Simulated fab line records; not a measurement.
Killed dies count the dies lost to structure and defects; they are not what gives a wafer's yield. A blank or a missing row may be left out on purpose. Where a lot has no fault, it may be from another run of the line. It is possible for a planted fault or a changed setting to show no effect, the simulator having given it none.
Chamber matching -- flow berkeley cmos170 -- rie si-02 running UCB170_GATE_ETCH_15: 4 sister chambers
The step etches poly-Si in HBr/Cl2, stops on SiO2, time 56.3 s, target depth 278.2 nm. 14 wafers are shown with their chamber, then 7 later ones without.

== WAFERS WITH THEIR CHAMBER ==
wafer,chamber,drypump motor current A (A),throttle valve pct (%),oes product au (a.u.)
L586.2,3,6.07,26.41,0.823
L586.4,1,5.76,26.52,0.845
L586.6,3,6.05,26.42,0.817
L588.2,0,5.74,26.48,0.819
L588.4,2,5.51,26.69,0.820
L588.5,1,5.78,26.54,0.847
L594.2,1,5.76,26.53,0.852
L594.4,2,5.49,26.70,0.833
L594.5,0,5.74,26.48,0.813
L598.2,3,6.06,26.42,0.821
L598.3,0,5.73,26.51,0.825
L598.6,2,5.48,26.69,0.827
L599.1,2,5.47,26.70,0.815
L599.2,1,5.78,26.52,0.854

SIGNATURES (averages over the wafers above)
reading,chamber 0,chamber 1,chamber 2,chamber 3,scatter within a chamber
drypump motor current A,5.7367,5.7700,5.4875,6.0600,0.0124
throttle valve pct,26.4900,26.5275,26.6950,26.4167,0.0102
oes product au,0.81900,0.84950,0.82375,0.82033,0.00575
Rule: distance of a wafer from a chamber = root of the sum over the readings of ((wafer's reading minus chamber's mean) / reading's scatter) squared. If the next closest chamber is less than 2 further off than the closest, the wafer can't be placed; otherwise it belongs to the closest. The scatter: the root of (the sum of the squares of (reading less its chamber's mean) over the shown wafers, divided by (wafers less chambers)).

== WAFERS WITHOUT THEIR CHAMBER ==
wafer,drypump motor current A (A),throttle valve pct (%),oes product au (a.u.)
L599.5,5.49,26.72,0.822
L601.1,5.48,26.70,0.837
L601.3,6.07,26.42,0.832
L601.6,5.80,26.52,0.862
L603.1,5.75,26.50,0.828
L603.3,5.76,26.51,0.867
L603.5,5.75,26.48,0.830

== WHICH CHAMBER EACH ONE RAN IN ==
wafer,from the rows above,in truth
L599.5,2,2
L601.1,2,2
L601.3,3,3
L601.6,1,1
L603.1,0,0
L603.3,1,1
L603.5,0,0
Placed correctly: 7 of 7. Number that these rows cannot place: 0. 0 placed wrongly.
